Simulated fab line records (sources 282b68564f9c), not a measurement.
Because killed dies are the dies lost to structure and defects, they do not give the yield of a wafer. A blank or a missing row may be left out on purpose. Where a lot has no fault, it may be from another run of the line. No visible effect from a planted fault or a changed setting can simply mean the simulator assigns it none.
What tool caused it? + flow rit cmos + 13 lots with 39 wafers sampled at 4 steps, on a route of 202 steps

== WHAT THE GAUGES SHOWED, per wafer ==
RIT_FOX2_THK_MEAS_01.
| lot  | measured    | on            | FOX2_OXIDE_THK (nm) |
|------|-------------|---------------|---------------------|
| L447 | day 1 20:47 | film metro-02 | 352 345 354         |
| L448 | day 2 02:34 | film metro-02 | 348 346 348         |
| L450 | day 2 11:13 | film metro-03 | 365 359 357         |
| L451 | day 2 17:02 | film metro-02 | 356 358 359         |
| L452 | day 2 22:13 | film metro-03 | 357 354 356         |
| L454 | day 3 05:59 | film metro-03 | 352 352 360         |
| L455 | day 3 12:26 | film metro-02 | 340 339 338         |
| L456 | day 3 16:24 | film metro-03 | 349 347 344         |
| L459 | day 4 07:09 | film metro-03 | 349 358 356         |
| L465 | day 5 15:08 | film metro-01 | 358 353 359         |
| L467 | day 5 23:49 | film metro-02 | 353 354 353         |
| L469 | day 6 09:17 | film metro-01 | 359 358 361         |
| L470 | day 6 14:08 | film metro-02 | 345 348 348         |

RIT_PRETRO_OVL_MEAS_06.
| lot  | measured    | on         | PRETRO_OVL (nm) |
|------|-------------|------------|-----------------|
| L447 | day 2 09:38 | overlay-01 | 0.7 3.1 0.4     |
| L448 | day 2 15:50 | overlay-02 | -0.1 1.2 1.8    |
| L450 | day 2 23:02 | overlay-02 | 2.3 0.8 1.3     |
| L451 | day 3 05:20 | overlay-01 | -0.4 -0.7 -0.7  |
| L452 | day 3 10:22 | overlay-02 | -0.4 -0.5 -1.1  |
| L454 | day 3 18:22 | overlay-01 | -0.2 1.0 1.3    |
| L455 | day 4 00:37 | overlay-02 | 0.6 1.2 1.2     |
| L456 | day 4 05:41 | overlay-01 | -0.2 -1.4 -0.5  |
| L459 | day 4 20:08 | overlay-01 | -0.6 0.4 0.4    |
| L465 | day 6 03:31 | overlay-02 | -0.6 0.1 0.7    |
| L467 | day 6 12:29 | overlay-01 | 0.5 -1.9 -0.4   |
| L469 | day 6 22:09 | overlay-01 | -0.2 0.7 -1.1   |
| L470 | day 7 02:58 | overlay-01 | 0.5 0.8 0.3     |

RIT_CONTACT_THK_MEAS_01.
| lot  | measured    | on            | CONTACT_TEOS_THK (nm)   |
|------|-------------|---------------|-------------------------|
| L447 | day 3 07:46 | film metro-03 | 403 399 409             |
| L448 | day 3 13:25 | film metro-03 | 400 403 409             |
| L450 | day 3 19:40 | film metro-04 | 399 394 408             |
| L451 | day 4 03:24 | film metro-02 | 397 403 407             |
| L452 | day 4 07:55 | film metro-03 | 400 399 404             |
| L454 | day 4 14:20 | film metro-03 | 408 406 406             |
| L455 | day 4 23:29 | film metro-03 | 406 398 410             |
| L456 | day 5 01:23 | film metro-03 | 389 401 394             |
| L459 | day 5 20:00 | film metro-03 | 399 393 407             |
| L465 | day 7 01:48 | film metro-02 | 394 397 542 394 397 542 |
| L467 | day 7 11:53 | film metro-02 | 392 393 395             |
| L469 | day 7 20:00 | film metro-02 | 400 403 403             |
| L470 | day 7 23:08 | film metro-02 | 394 399 397             |

== WHICH TOOL RAN EACH LOT (tool, then ch and the chambers of the sampled wafers, then the start) ==
| lot  | RIT_CONTACT_CVD_00             |
|------|--------------------------------|
| L447 | pecvd-03 ch 0,1, day 3 07:43   |
| L448 | pecvd-02 ch 0,2, day 3 13:22   |
| L450 | pecvd-03 ch 0,1,2, day 3 19:37 |
| L451 | pecvd-02 ch 1,2, day 4 03:20   |
| L452 | pecvd-04 ch 0,1, day 4 07:52   |
| L454 | pecvd-03 ch 0,1,2, day 4 14:17 |
| L455 | pecvd-04 ch 0,1, day 4 23:25   |
| L456 | pecvd-02 ch 0,1, day 5 01:20   |
| L459 | pecvd-02 ch 0,1,2, day 5 19:56 |
| L465 | pecvd-02 ch 1,2, day 7 01:44   |
| L467 | pecvd-03 ch 0,1,2, day 7 11:50 |
| L469 | pecvd-04 ch 0,1,2, day 7 19:56 |
| L470 | pecvd-03 ch 0,2, day 7 23:04   |
- RIT_CONTACT_CVD_00: deposits SiO2 from TEOS, target thk 400 nm, time 61 s.

== WHAT THE TOOLS THEMSELVES READ (means of the sampled wafers that have a number; where no wafer has one, the mark that the record gives instead) ==
RIT_CONTACT_CVD_00.
| lot  | tool     | heater power w (W) |
|------|----------|--------------------|
| L447 | pecvd-03 | 335                |
| L448 | pecvd-02 | 369                |
| L450 | pecvd-03 | 308                |
| L451 | pecvd-02 | 339                |
| L452 | pecvd-04 | 287                |
| L454 | pecvd-03 | 316                |
| L455 | pecvd-04 | 340                |
| L456 | pecvd-02 | 298                |
| L459 | pecvd-02 | 333                |
| L465 | pecvd-02 | 325                |
| L467 | pecvd-03 | 338                |
| L469 | pecvd-04 | 305                |
| L470 | pecvd-03 | 322                |

== THE ANSWER, worked out from the rows above alone ==
Rule: what is usual is taken from the lots themselves. Put in order of their means at a reading, lots are off if they are a third of the lots or fewer, leave a main group of 4 or more, and stand apart from it by a gap of 3 or more times the standard deviation of the main group's means; of several such gaps the widest counts. If all means in a main group match to the digits the tables above print for the reading, that group is not used. A lot without any number at a reading at which 4 lots or more have one is off too. Any other lot the step has rows for is counted as sound. First the gauges in route order, then the tools' own readings, where a lot's mean is used as printed above. The first step at which some lot is off is used, and at that step the reading that is off furthest; a lot without a number counts as furthest.
Off: L465, seen at RIT_CONTACT_THK_MEAS_01 (CONTACT_TEOS_THK). The main group: mean 401 nm, standard deviation 3.9.
If a tool, at a process step before that reading, ran all the lots that are off and no sound lot after the first of them, it fits. The gauges at RIT_CONTACT_THK_MEAS_01 are tried like those tools. One candidate fits, namely pecvd-02 at RIT_CONTACT_CVD_00. Its last sound lot is L459 (day 5 19:56), its first lot that is off L465 (day 7 01:44): a fault that began between those two fits.

== WHAT HAD BEEN PUT IN BY THE SIMULATOR ==
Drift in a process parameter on pecvd-02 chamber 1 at RIT_CONTACT_CVD_00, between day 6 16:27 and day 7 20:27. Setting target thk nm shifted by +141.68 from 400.
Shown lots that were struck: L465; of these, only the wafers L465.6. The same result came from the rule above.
